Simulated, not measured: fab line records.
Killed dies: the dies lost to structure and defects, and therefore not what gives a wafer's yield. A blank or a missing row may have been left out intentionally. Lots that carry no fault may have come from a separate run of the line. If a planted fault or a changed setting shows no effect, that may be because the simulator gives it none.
fab line records	flow rit_cmos
record lots=14	wafers=42	last_day=7
route steps=202 shown NWELL@34 M1@186
lots untouched by any fault: they come from a run of this same line in which no faults occurred
start_h: start of the lot's first displayed wafer, in hours after the record's first day	wait_h: time in hours since the lot's previous step	" as in the row above	L1.1+2: several wafers, shown together as one row	- no value, or no start was given	* or withheld: withheld	< > ~ a bound
route shown NAME@n: names a module that has steps shown in the file, with the first one's number in the route	usual: mean/standard deviation of fault-free wafers	same: alike in all rows	chamber/n: place in a boat	sites: the reading at each site	_std_site: the values' standard deviation	_edge_site: mean of outer sites minus mean of inner sites	radius_mm: for every site, how far away it sits from the centre of the wafer	mask NAME#n: copy n	behind: the most recent tool/chamber to have shaped the wafer	hold: the reason the lot was held/the length of the hold in hours/how it ended	device: whichever transistor did not switch (one of n, p or np)	end of line: the route-end tests of the same wafers	step lacking rows: just its recipe	killed: the dies lost at the first sort to structure and to defects; this is not the yield of the wafer	map: dies across one wafer; x = killed, . = not, _ = none there
set.NAME: the setting as run; set.NAME@STEP: as run at that earlier step	model.NAME: the simulator's own value behind a step, which no gauge read
one table for each step of the route and one row for each wafer, over a sample of lots
services: when a tool's chamber went out of use (start_h, in hours from the record's first day, below 0 if earlier), for how many hours, and the reason
## steps
# step RIT_NWELL_OVL_MEAS_06
# usual NWELL_OVL=0.8/1.2
lot.wafer	tool	chamber	start_h	wait_h	NWELL_OVL[nm]
L350.3	overlay-01	-	25.56	-	1.5
L350.5	"	-	"	"	1.5
L350.6	"	-	"	"	1.5
L351.2	overlay-02	-	31.42	-	0.6
L351.3	"	-	"	"	-0.2
L351.5	"	-	"	"	-1.3
L353.1	overlay-02	-	41.82	-	2.0
L353.2	"	-	"	"	0.7
L353.5	"	-	"	"	0.3
L354.1	overlay-01	-	46.13	-	1.5
L354.5	"	-	"	"	1.1
L354.6	"	-	"	"	1.5
L355.2	overlay-01	-	50.54	-	2.6
L355.5	"	-	"	"	3.8
L355.6	"	-	"	"	1.4
L357.2	overlay-01	-	60.50	-	0.4
L357.5	"	-	"	"	-0.7
L357.6	"	-	"	"	0.5
L358.1	overlay-01	-	66.32	-	-0.2
L358.2	"	-	"	"	-1.6
L358.4	"	-	"	"	-2.2
L360.1	overlay-01	-	75.54	-	1.0
L360.2	"	-	"	"	2.9
L360.6	"	-	"	"	1.2
L361.1	overlay-01	-	80.44	-	3.3
L361.2	"	-	"	"	1.9
L361.5	"	-	"	"	3.5
L365.3	overlay-01	-	100.26	-	-1.1
L365.5	"	-	"	"	0.2
L365.6	"	-	"	"	0.2
L366.1	overlay-02	-	105.54	-	-0.3
L366.2	"	-	"	"	0.6
L366.4	"	-	"	"	0.5
L367.2	overlay-02	-	110.86	-	1.3
L367.4	"	-	"	"	-0.7
L367.6	"	-	"	"	1.1
L370.1	overlay-02	-	125.35	-	-0.2
L370.4	"	-	"	"	-1.0
L370.5	"	-	"	"	-0.5
L371.1	overlay-01	-	130.90	-	-0.7
L371.3	"	-	"	"	0.8
L371.6	"	-	"	"	1.0
# step RIT_M1_THK_MEAS_02
# recipe thk_meas_gauge=xrf	reads=Al_of_M1_SPUTTER_00
# usual M1_AL_THK=403/5.4
lot.wafer	tool	chamber	start_h	wait_h	M1_AL_THK[nm]
L350.3	film_metro-04	-	59.60	0.1	407
L350.5	"	-	"	"	410
L350.6	"	-	"	"	405
L351.2	film_metro-02	-	66.26	0.1	396
L351.3	"	-	"	"	400
L351.5	"	-	"	"	397
L353.1	film_metro-02	-	75.36	0.1	401
L353.2	"	-	"	"	398
L353.5	"	-	"	"	400
L354.1	film_metro-04	-	79.09	0.1	412
L354.5	"	-	"	"	410
L354.6	"	-	"	"	414
L355.2	film_metro-04	-	83.23	0.1	413
L355.5	"	-	"	"	411
L355.6	"	-	"	"	411
L357.2	film_metro-04	-	94.09	0.1	405
L357.5	"	-	"	"	402
L357.6	"	-	"	"	409
L358.1	film_metro-03	-	99.49	0.1	407
L358.2	"	-	"	"	403
L358.4	"	-	"	"	409
L360.1	film_metro-02	-	109.32	0.1	400
L360.2	"	-	"	"	392
L360.6	"	-	"	"	393
L361.1	film_metro-03	-	112.65	0.1	404
L361.2	"	-	"	"	406
L361.5	"	-	"	"	402
L365.3	film_metro-04	-	132.84	0.1	406
L365.5	"	-	"	"	409
L365.6	"	-	"	"	404
L366.1	film_metro-04	-	138.71	0.1	413
L366.2	"	-	"	"	407
L366.4	"	-	"	"	402
L367.2	film_metro-04	-	143.44	0.1	398
L367.4	"	-	"	"	402
L367.6	"	-	"	"	396
L370.1	film_metro-03	-	158.76	0.1	399
L370.4	"	-	"	"	398
L370.5	"	-	"	"	395
L371.1	film_metro-03	-	162.80	0.1	398
L371.3	"	-	"	"	401
L371.6	"	-	"	"	397
# step RIT_M1_OVL_MEAS_10
# usual M1_OVL=0.0/1.1
lot.wafer	tool	chamber	start_h	wait_h	M1_OVL[nm]
L350.3	overlay-01	-	60.74	0.1	-0.5
L350.5	"	-	"	"	-1.5
L350.6	"	-	"	"	1.3
L351.2	overlay-01	-	67.46	0.1	-0.4
L351.3	"	-	"	"	-0.7
L351.5	"	-	"	"	-0.4
L353.1	overlay-02	-	76.42	0.1	0.2
L353.2	"	-	"	"	-2.1
L353.5	"	-	"	"	-1.6
L354.1	overlay-02	-	80.28	0.1	-0.2
L354.5	"	-	"	"	-0.3
L354.6	"	-	"	"	-0.3
L355.2	overlay-02	-	84.41	0.1	-0.1
L355.5	"	-	"	"	0.6
L355.6	"	-	"	"	-0.5
L357.2	overlay-01	-	95.14	0.1	-1.2
L357.5	"	-	"	"	0.2
L357.6	"	-	"	"	0.1
L358.1	overlay-02	-	100.69	0.1	-0.7
L358.2	"	-	"	"	0.8
L358.4	"	-	"	"	-0.8
L360.1	overlay-02	-	110.38	0.1	0.8
L360.2	"	-	"	"	-0.4
L360.6	"	-	"	"	0.5
L361.1	overlay-01	-	113.71	0.1	0.1
L361.2	"	-	"	"	1.4
L361.5	"	-	"	"	1.5
L365.3	overlay-01	-	133.89	0.1	-0.4
L365.5	"	-	"	"	-0.9
L365.6	"	-	"	"	0.8
L366.1	overlay-02	-	139.77	0.1	2.4
L366.2	"	-	"	"	1.6
L366.4	"	-	"	"	2.2
L367.2	overlay-02	-	144.50	0.1	2.9
L367.4	"	-	"	"	1.8
L367.6	"	-	"	"	2.2
L370.1	overlay-02	-	159.82	0.1	-0.1
L370.4	"	-	"	"	0.6
L370.5	"	-	"	"	-0.6
L371.1	overlay-02	-	163.99	0.1	0.2
L371.3	"	-	"	"	0.0
L371.6	"	-	"	"	-0.1
# step RIT_M1_METAL_ETCH_12
# recipe stop_on=SiO2	chemistry=Cl2/BCl3	target=Al	time_s=165	over_etch_frac=0.5	pressure_mtorr=100	target_depth_a=6000	rf_w=250	Cl2_flow_sccm=60	bcl3_flow_sccm=50
# usual drypump_motor_current_A=5.5/0.5	oes_product_au=0.781/0.014	over_etch_frac=0.5/0	throttle_valve_pct=8.25/0.052
lot.wafer	tool	chamber	start_h	wait_h	drypump_motor_current_A	oes_product_au	over_etch_frac	rf_hours_counter_h	throttle_valve_pct
L350.3	rie_metal-02	1	61.07	0.2	6.2	0.805	0.5	-	8.34
L350.5	"	1	"	"	6.2	0.812	0.5	-	8.31
L350.6	"	0	"	"	5.7	0.784	0.5	-	8.22
L351.2	rie_metal-03	0	67.74	0.2	5.7	0.788	0.5	2	8.29
L351.3	"	1	"	"	4.7	0.776	0.5	-	8.25
L351.5	"	0	"	"	5.7	0.784	0.5	-	8.27
L353.1	rie_metal-02	1	76.70	0.2	6.2	0.803	0.5	1	8.32
L353.2	"	0	"	"	5.7	0.781	0.5	1	8.23
L353.5	"	0	"	"	5.7	0.787	0.5	-	8.22
L354.1	rie_metal-03	1	80.56	0.2	4.7	0.775	0.5	3	8.24
L354.5	"	0	"	"	5.7	0.797	0.5	-	8.26
L354.6	"	1	"	"	4.7	0.779	0.5	-	8.25
L355.2	rie_metal-01	0	84.69	0.2	5.0	0.771	0.5	37	8.15
L355.5	"	1	"	"	5.9	0.783	0.5	-	8.25
L355.6	"	0	"	"	5.0	0.780	0.5	-	8.15
L357.2	rie_metal-03	1	95.42	0.2	4.7	0.764	0.5	3	8.24
L357.5	"	0	"	"	5.7	0.785	0.5	-	8.27
L357.6	"	1	"	"	4.7	0.762	0.5	-	8.24
L358.1	rie_metal-01	0	100.97	0.2	5.0	0.767	0.5	37	8.15
L358.2	"	1	"	"	5.8	0.778	0.5	37	8.25
L358.4	"	1	"	"	5.8	0.782	0.5	-	8.25
L360.1	rie_metal-03	0	110.67	0.2	5.7	0.782	0.5	3	8.28
L360.2	"	1	"	"	4.7	0.761	0.5	3	8.24
L360.6	"	1	"	"	4.7	0.755	0.5	-	8.26
L361.1	rie_metal-01	0	113.99	0.2	5.0	0.766	0.5	38	8.14
L361.2	"	1	"	"	5.8	0.778	0.5	37	8.26
L361.5	"	0	"	"	5.0	0.772	0.5	-	8.15
L365.3	rie_metal-03	0	134.22	0.2	5.7	0.801	0.46188	-	8.27
L365.5	"	1	"	"	4.7	0.782	0.5	-	8.24
L365.6	"	0	"	"	5.7	0.801	0.46188	-	8.25
L366.1	rie_metal-02	0	140.06	0.2	5.7	0.789	0.5	1	8.22
L366.2	"	1	"	"	6.1	0.806	0.5	1	8.33
L366.4	"	0	"	"	5.7	0.775	0.5	-	8.23
L367.2	rie_metal-03	1	144.78	0.2	4.7	0.770	0.5	3	8.26
L367.4	"	0	"	"	5.7	0.795	0.46188	-	8.26
L367.6	"	0	"	"	5.7	0.797	0.46188	-	8.26
L370.1	rie_metal-01	1	160.11	0.2	5.9	0.789	0.5	0	8.24
L370.4	"	0	"	"	5.1	0.758	0.5	-	8.14
L370.5	"	1	"	"	5.9	0.794	0.5	-	8.25
L371.1	rie_metal-02	0	164.28	0.2	5.7	0.770	0.5	2	8.22
L371.3	"	0	"	"	5.6	0.774	0.5	-	8.23
L371.6	"	0	"	"	5.7	0.766	0.5	-	8.22
# step RIT_M1_PROBE_99
# usual defect_limited_yield=97.4/1.2	killed_at_contacts=0.1/0.23	killed_at_front_end=7/3.1	killed_dies=7/3.1	killed_open=3.4/2.1	killed_short=3.5/2	sort_bin_3_pad_short=0.1/0.24	sort_bin_5_function=1.5/0.82	sort_bin_6_memory=1.0/0.69	sort_n_pass=257/3.1	sort_yield_pct=97.4/1.2
# same gross_dies=264	killed_at_M0_to_M3=0	killed_at_M4_up=0	killed_at_back_side=0	killed_at_other=0
lot.wafer	tool	chamber	start_h	wait_h	defect_limited_yield[%]	killed_at_contacts	killed_at_front_end	killed_dies	killed_open	killed_short	sort_bin_3_pad_short[%]	sort_bin_5_function[%]	sort_bin_6_memory[%]	sort_n_pass	sort_yield_pct[%]
L350.3	prober-01	-	63.37	0.2	99.6	0	1	1	0	1	0	0.4	0	263	99.6
L350.5	prober-01	-	63.47	0.2	98.1	0	5	5	1	4	0.8	0.8	0.4	259	98.1
L350.6	prober-01	-	63.52	0.2	96.2	0	10	10	7	3	0.4	2.7	0.8	254	96.2
L351.2	prober-02	-	70.10	0.1	95.1	0	13	13	4	9	0	3.4	1.5	251	95.1
L351.3	prober-02	-	70.15	0.2	96.6	0	9	9	5	4	0.8	1.1	1.5	255	96.6
L351.5	prober-02	-	70.25	0.2	97.3	0	7	7	4	3	0.4	1.5	0.8	257	97.3
L353.1	prober-02	-	78.96	0.1	93.2	0	18	18	5	13	0.8	3.4	2.7	246	93.2
L353.2	prober-02	-	79.01	0.1	98.5	0	4	4	2	2	0	0	1.5	260	98.5
L353.5	prober-02	-	79.16	0.2	98.1	0	5	5	1	4	0.4	1.1	0.4	259	98.1
L354.1	prober-01	-	82.81	0.1	97.3	0	7	7	4	3	0.8	0.8	1.1	257	97.3
L354.5	prober-01	-	83.01	0.2	97.7	0	6	6	1	5	0	0.8	1.5	258	97.7
L354.6	prober-01	-	83.06	0.2	97.3	0	7	7	3	4	0.8	0.8	1.1	257	97.3
L355.2	prober-02	-	88.26	0.1	97.7	0	6	6	4	2	0.4	1.9	0	258	97.7
L355.5	prober-02	-	88.41	0.2	96.6	0	9	9	4	5	0	2.7	0.8	255	96.6
L355.6	prober-02	-	88.46	0.2	97.0	1	7	8	5	3	0	1.9	1.1	256	97.0
L357.2	prober-02	-	98.13	0.1	96.2	0	10	10	5	5	0	2.3	1.5	254	96.2
L357.5	prober-02	-	98.28	0.2	97.0	0	8	8	5	3	0	1.5	1.5	256	97.0
L357.6	prober-02	-	98.33	0.2	97.7	0	6	6	2	4	0	2.3	0	258	97.7
L358.1	prober-01	-	103.24	0.1	96.2	0	10	10	2	8	0	2.7	1.1	254	96.2
L358.2	prober-01	-	103.29	0.1	95.5	0	12	12	7	5	1.1	1.9	1.5	252	95.5
L358.4	prober-01	-	103.39	0.2	98.1	0	5	5	1	4	0.4	0.8	0.8	259	98.1
L360.1	prober-01	-	112.93	0.1	95.5	0	12	12	4	8	0	2.7	1.9	252	95.5
L360.2	prober-01	-	112.98	0.1	96.6	0	9	9	6	3	0	2.7	0.8	255	96.6
L360.6	prober-01	-	113.18	0.2	97.3	0	7	7	2	5	0	2.3	0.4	257	97.3
L361.1	prober-02	-	116.26	0.1	97.7	0	6	6	4	2	0	1.5	0.8	258	97.7
L361.2	prober-02	-	116.31	0.1	98.5	0	4	4	1	3	0.4	0.8	0.4	260	98.5
L361.5	prober-02	-	116.46	0.2	98.1	0	5	5	4	1	0	1.5	0.4	259	98.1
L365.3	prober-01	-	136.52	0.2	96.6	0	9	9	4	5	0	2.7	0.8	255	96.6
L365.5	prober-01	-	136.62	0.2	96.2	1	9	10	3	7	0	3.0	0.8	254	96.2
L365.6	prober-01	-	136.67	0.2	92.0	0	21	21	12	9	0.4	4.2	3.4	243	92.0
L366.1	prober-02	-	142.31	0.1	97.7	0	6	6	2	4	0	1.5	0.8	258	97.7
L366.2	prober-02	-	142.36	0.1	97.0	0	8	8	6	2	0	2.7	0.4	256	97.0
L366.4	prober-02	-	142.46	0.2	96.6	0	9	9	5	4	0.4	1.1	1.9	255	96.6
L367.2	prober-01	-	147.08	0.1	96.2	0	10	10	6	4	0	1.5	2.3	254	96.2
L367.4	prober-01	-	147.18	0.2	98.1	0	5	5	3	2	0	0.8	1.1	259	98.1
L367.6	prober-01	-	147.28	0.2	98.5	0	4	4	2	2	0	1.1	0.4	260	98.5
L370.1	prober-02	-	162.36	0.1	99.2	0	2	2	0	2	0	0.8	0	262	99.2
L370.4	prober-02	-	162.51	0.2	98.5	0	4	4	3	1	0	1.1	0.4	260	98.5
L370.5	prober-02	-	162.56	0.2	98.1	0	5	5	3	2	0	0.8	1.1	259	98.1
L371.1	prober-01	-	166.53	0.1	97.7	0	6	6	1	5	0	1.9	0.4	258	97.7
L371.3	prober-01	-	166.63	0.2	97.3	1	6	7	5	2	0	1.9	0.8	257	97.3
L371.6	prober-01	-	166.78	0.2	97.0	0	8	8	3	5	0	1.5	1.5	256	97.0
# killed by level:class
L350.3 GATE:geometric_particle:short=1
L350.5 FOX2:geometric_particle:short=2 FOX2:geometric_particle:open=1 REOX:geometric_particle:short=1 SPACER:geometric_particle:short=1
L350.6 GATE:geometric_particle:open=5 GATE:geometric_particle:short=2 SPACER:geometric_particle:open=2 SPACER:geometric_particle:short=1
L351.2 GATE:geometric_particle:short=5 FOX1:geometric_particle:short=4 FOX1:geometric_particle:open=1 GATE:geometric_particle:open=1 SPACER:geometric_particle:open=1 SILICIDE:geometric_particle:open=1
L351.3 SILICIDE:geometric_particle:open=2 FOX1:geometric_particle:open=1 FOX2:geometric_particle:short=1 GATE:geometric_particle:short=1 GATE:geometric_particle:open=1 SPACER:geometric_particle:open=1 SPACER:geometric_particle:short=1 SILICIDE:geometric_particle:short=1
L351.5 FOX1:geometric_particle:open=2 FOX1:geometric_particle:short=1 FOX2:geometric_particle:short=1 GATE:geometric_particle:open=1 GATE:geometric_particle:short=1 SILICIDE:geometric_particle:open=1
L353.1 SPACER:geometric_particle:short=7 GATE:geometric_particle:short=4 SPACER:geometric_particle:open=4 REOX:geometric_particle:short=2 REOX:geometric_particle:open=1
L353.2 REOX:geometric_particle:open=1 REOX:geometric_particle:short=1 SPACER:geometric_particle:open=1 SILICIDE:geometric_particle:short=1
L353.5 FOX1:geometric_particle:short=1 GATE:geometric_particle:short=1 REOX:geometric_particle:open=1 REOX:geometric_particle:short=1 SPACER:geometric_particle:short=1
L354.1 SILICIDE:geometric_particle:open=3 FOX1:geometric_particle:open=1 FOX2:geometric_particle:short=1 GATE:geometric_particle:short=1 SILICIDE:geometric_particle:short=1
L354.5 GATE:geometric_particle:short=3 FOX1:geometric_particle:short=2 GATE:geometric_particle:open=1
L354.6 SPACER:geometric_particle:short=3 SPACER:geometric_particle:open=2 GATE:geometric_particle:short=1 GATE:geometric_particle:open=1
L355.2 GATE:geometric_particle:short=2 SPACER:geometric_particle:open=2 GATE:geometric_particle:open=1 REOX:geometric_particle:open=1
L355.5 FOX1:geometric_particle:open=2 FOX1:geometric_particle:short=2 SILICIDE:geometric_particle:open=2 GATE:geometric_particle:short=1 REOX:geometric_particle:short=1 SILICIDE:geometric_particle:short=1
L355.6 GATE:geometric_particle:open=3 SPACER:geometric_particle:short=1 SPACER:geometric_particle:open=1 SILICIDE:geometric_particle:short=1 SILICIDE:geometric_particle:open=1 CONTACT:geometric_particle:short=1
L357.2 GATE:geometric_particle:short=5 GATE:geometric_particle:open=3 FOX1:geometric_particle:open=1 SPACER:geometric_particle:open=1
L357.5 SPACER:geometric_particle:open=4 GATE:geometric_particle:short=1 GATE:geometric_particle:open=1 REOX:geometric_particle:short=1 SPACER:geometric_particle:short=1
L357.6 SPACER:geometric_particle:short=2 FOX1:geometric_particle:open=1 GATE:geometric_particle:short=1 GATE:geometric_particle:open=1 SILICIDE:geometric_particle:short=1
L358.1 GATE:geometric_particle:short=6 FOX1:geometric_particle:short=1 FOX1:geometric_particle:open=1 GATE:geometric_particle:open=1 SPACER:geometric_particle:short=1
L358.2 GATE:geometric_particle:open=4 SPACER:geometric_particle:short=3 FOX1:geometric_particle:short=1 FOX1:geometric_particle:open=1 GATE:geometric_particle:short=1 REOX:geometric_particle:open=1 SPACER:geometric_particle:open=1
L358.4 FOX2:geometric_particle:short=2 GATE:geometric_particle:short=2 SILICIDE:geometric_particle:open=1
L360.1 GATE:geometric_particle:short=3 FOX1:geometric_particle:open=2 GATE:geometric_particle:open=2 REOX:geometric_particle:short=2 SPACER:geometric_particle:short=2 SILICIDE:geometric_particle:short=1
L360.2 GATE:geometric_particle:open=2 FOX1:geometric_particle:open=1 FOX2:geometric_particle:short=1 FOX2:geometric_particle:open=1 REOX:geometric_particle:open=1 REOX:geometric_particle:short=1 SPACER:geometric_particle:open=1 SPACER:geometric_particle:short=1
L360.6 GATE:geometric_particle:short=2 REOX:geometric_particle:short=2 FOX1:geometric_particle:open=1 REOX:geometric_particle:open=1 SILICIDE:geometric_particle:short=1
L361.1 GATE:geometric_particle:open=3 FOX1:geometric_particle:short=1 FOX2:geometric_particle:open=1 GATE:geometric_particle:short=1
L361.2 FOX1:geometric_particle:short=2 GATE:geometric_particle:short=1 SPACER:geometric_particle:open=1
L361.5 SPACER:geometric_particle:open=2 FOX1:geometric_particle:open=1 GATE:geometric_particle:open=1 REOX:geometric_particle:short=1
L365.3 FOX2:geometric_particle:open=2 GATE:geometric_particle:short=2 REOX:geometric_particle:short=2 SPACER:geometric_particle:open=2 SILICIDE:geometric_particle:short=1
L365.5 FOX1:geometric_particle:short=4 GATE:geometric_particle:open=2 FOX2:geometric_particle:short=1 GATE:geometric_particle:short=1 SILICIDE:geometric_particle:open=1 CONTACT:geometric_particle:short=1
L365.6 SILICIDE:geometric_particle:short=5 GATE:geometric_particle:short=3 REOX:geometric_particle:open=3 SILICIDE:geometric_particle:open=3 FOX2:geometric_particle:open=2 GATE:geometric_particle:open=2 FOX1:geometric_particle:open=1 FOX1:geometric_particle:short=1
L366.1 REOX:geometric_particle:short=2 FOX1:geometric_particle:open=1 FOX2:geometric_particle:short=1 GATE:geometric_particle:short=1 REOX:geometric_particle:open=1
L366.2 GATE:geometric_particle:open=4 SPACER:geometric_particle:open=2 FOX2:geometric_particle:short=1 GATE:geometric_particle:short=1
L366.4 SILICIDE:geometric_particle:open=3 GATE:geometric_particle:open=2 GATE:geometric_particle:short=2 FOX2:geometric_particle:short=1 SILICIDE:geometric_particle:short=1
L367.2 FOX1:geometric_particle:short=2 REOX:geometric_particle:open=2 SILICIDE:geometric_particle:open=2 FOX1:geometric_particle:open=1 FOX2:geometric_particle:short=1 GATE:geometric_particle:open=1 REOX:geometric_particle:short=1
L367.4 GATE:geometric_particle:open=2 FOX1:geometric_particle:short=1 GATE:geometric_particle:short=1 SPACER:geometric_particle:open=1
L367.6 GATE:geometric_particle:short=2 GATE:geometric_particle:open=1 SPACER:geometric_particle:open=1
L370.1 SPACER:geometric_particle:short=2
L370.4 GATE:geometric_particle:open=3 REOX:geometric_particle:short=1
L370.5 GATE:geometric_particle:short=2 GATE:geometric_particle:open=2 REOX:geometric_particle:open=1
L371.1 GATE:geometric_particle:short=3 FOX1:geometric_particle:short=2 GATE:geometric_particle:open=1
L371.3 FOX1:geometric_particle:open=1 FOX2:geometric_particle:open=1 GATE:geometric_particle:open=1 REOX:geometric_particle:open=1 SPACER:geometric_particle:short=1 SPACER:geometric_particle:open=1 CONTACT:geometric_particle:short=1
L371.6 SPACER:geometric_particle:short=2 SILICIDE:geometric_particle:short=2 FOX1:geometric_particle:open=1 FOX1:geometric_particle:short=1 GATE:geometric_particle:open=1 SILICIDE:geometric_particle:open=1
## services
tool	chamber	start_h	hours	kind
rie_metal-02	-	123.37	14.6	pm
rie_metal-01	-	133.99	1.4	pm
rie_metal-01	-	136.12	20.0	pm
rie_metal-01	0	136.12	20.0	vent_cycle
rie_metal-01	1	136.12	20.0	vent_cycle
rie_metal-02	1	154.96	8.1	repair
rie_metal-01	0	156.12	-	clean
rie_metal-01	1	156.12	-	clean
## key
first_sign step=RIT_M1_METAL_ETCH_12	reading=over_etch_frac	direction=down	sigmas=99+	usual=0.5	struck=0.46188
effect none on later readings
met_at RIT_M1_METAL_ETCH_12
struck_lots L365,L367
struck_wafers L365.3,L365.6,L367.4,L367.6
not_acting_at RIT_NWELL_OVL_MEAS_06,RIT_M1_THK_MEAS_02,RIT_M1_OVL_MEAS_10
onset_between 110.67 134.22
fault kind=process_parameter_drift	tool=rie_metal-03	chamber=0	onset_h=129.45	steps=RIT_M1_METAL_ETCH_12	channel=over_etch_frac	offset=-0.03812	shape=step	end_h=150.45	stated=0.5
